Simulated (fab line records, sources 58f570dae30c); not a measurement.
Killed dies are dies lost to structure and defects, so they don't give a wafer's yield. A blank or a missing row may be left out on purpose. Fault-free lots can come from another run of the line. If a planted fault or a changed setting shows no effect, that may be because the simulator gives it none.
Lot-split experiment -- flow berkeleyCmos170 -- 23 wafers read across 5 lots, on a route 331 steps long

## THE SPLIT
At UCB170_PSD_IMPLANT_08, the setting energyKev was moved away from the recipe's 20 on 4 of the 23 wafers read, by -2.0% to +3.6%. All remaining wafers had this setting at the recipe value.

The reading is taken at the split's own step.

## THE READING
The simulator's own value implant.drpNm, read by no gauge, in nm at UCB170_PSD_IMPLANT_08. The file does not state a usual value for it.

wafer,"tool, chamber at the split",energyKev as run,against the recipe,"implant.drpNm, nm",against lot-mates on the recipe
L076.1,"implanter-03, 0",20,recipe,28.34,-
L076.2,"implanter-03, 0",20,recipe,28.34,-
L076.3,"implanter-03, 0",20,recipe,28.34,-
L076.4,"implanter-03, 0",20,recipe,28.34,-
L076.5,"implanter-03, 0",20,recipe,28.34,-
L077.2,"implanter-04, 0",20,recipe,28.34,-
L077.3,"implanter-04, 0",20,recipe,28.34,-
L077.4,"implanter-04, 0",20,recipe,28.34,-
L077.5,"implanter-04, 0",20,recipe,28.34,-
L077.6,"implanter-04, 0",20,recipe,28.34,-
L078.2,"implanter-03, 0",20,recipe,28.34,-
L078.3,"implanter-03, 0",20,recipe,28.34,-
L078.5,"implanter-03, 0",20,recipe,28.34,-
L078.4,"implanter-03, 0",19.59,-2.0%,27.93,-0.41
L078.6,"implanter-03, 0",19.59,-2.0%,27.93,-0.41
L080.1,"implanter-03, 0",20.71,+3.6%,29.11,+0.77
L080.2,"implanter-03, 0",20.71,+3.6%,29.11,+0.77
L080.3,"implanter-03, 0",20,recipe,28.34,-
L080.4,"implanter-03, 0",20,recipe,28.34,-
L080.6,"implanter-03, 0",20,recipe,28.34,-
L081.2,"implanter-03, 0",20,recipe,28.34,-
L081.3,"implanter-03, 0",20,recipe,28.34,-
L081.6,"implanter-03, 0",20,recipe,28.34,-

THE FIT
A straight line over all 23 wafers: implant.drpNm changes by +0.212 nm for each +1% of energyKev; r = +1.00; the points scatter about the line by 0.0085 nm.
The same after taking each lot's own level away (the mean of its wafers on the recipe; 23 wafers): +0.212 nm for each +1%; r = +1.00; scatter 0.0085 nm.
That fit puts the effect of the largest move of energyKev on the reading at 0.75 nm.
The lots' own levels span 28.340 to 28.340 nm.
The two slopes agree, so the slope changes little with the lot-to-lot level.
Check: +0.749 nm against its lot-mates is what the line predicts for one of the wafers moved furthest among these (+3.6%) when that wafer is left out of the fit. It came out at +0.77 nm against them.

## THESE WAFERS: OTHER SPLITS
These wafers also went through other splits before the reading. Each is held against what the fit with the lots' levels taken away leaves over:
other split on the same wafers,wafers away from the commonest value,r with implant.drpNm (lot level and that fit taken away)
UCB170_START_OXIDATION_02 tempC,18,-0.05
UCB170_NWELL_CVD_04 timeS,15,-0.38
UCB170_NWELL_IMPLANT_14 energyKev,8,-0.11
UCB170_ACTIVE_PEB_11 pebTempC,7,+0.15
UCB170_SACOX_OXIDATION_01 tempC,10,+0.48
UCB170_NVT_IMPLANT_07 energyKev,11,+0.29
UCB170_PVT_IMPLANT_07 energyKev,8,-0.19
UCB170_PLDD_IMPLANT_09 doseCm2,9,-0.25
UCB170_NLDD_IMPLANT_08 energyKev,11,+0.14

## THE WHOLE CHAIN: every reading that the file lists as answering this split, in the file's order
step,what it does,reading,change (the file's fit),r (the file's)
UCB170_PSD_IMPLANT_08,,"implant.rpNm (the simulator's own value, which no gauge read)",+0.644 nm for each +1% of the setting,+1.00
UCB170_PSD_IMPLANT_08,,"implant.drpNm (the simulator's own value, which no gauge read)",+0.213 nm for each +1% of the setting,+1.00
UCB170_PSD_STRIP_09,strips in O2,stripTimeToEndpointS,withheld for each +1% of the setting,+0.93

## THE FILE'S OWN FIT
implant.drpNm changes by +0.213 nm for each +1% of energyKev, r = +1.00.
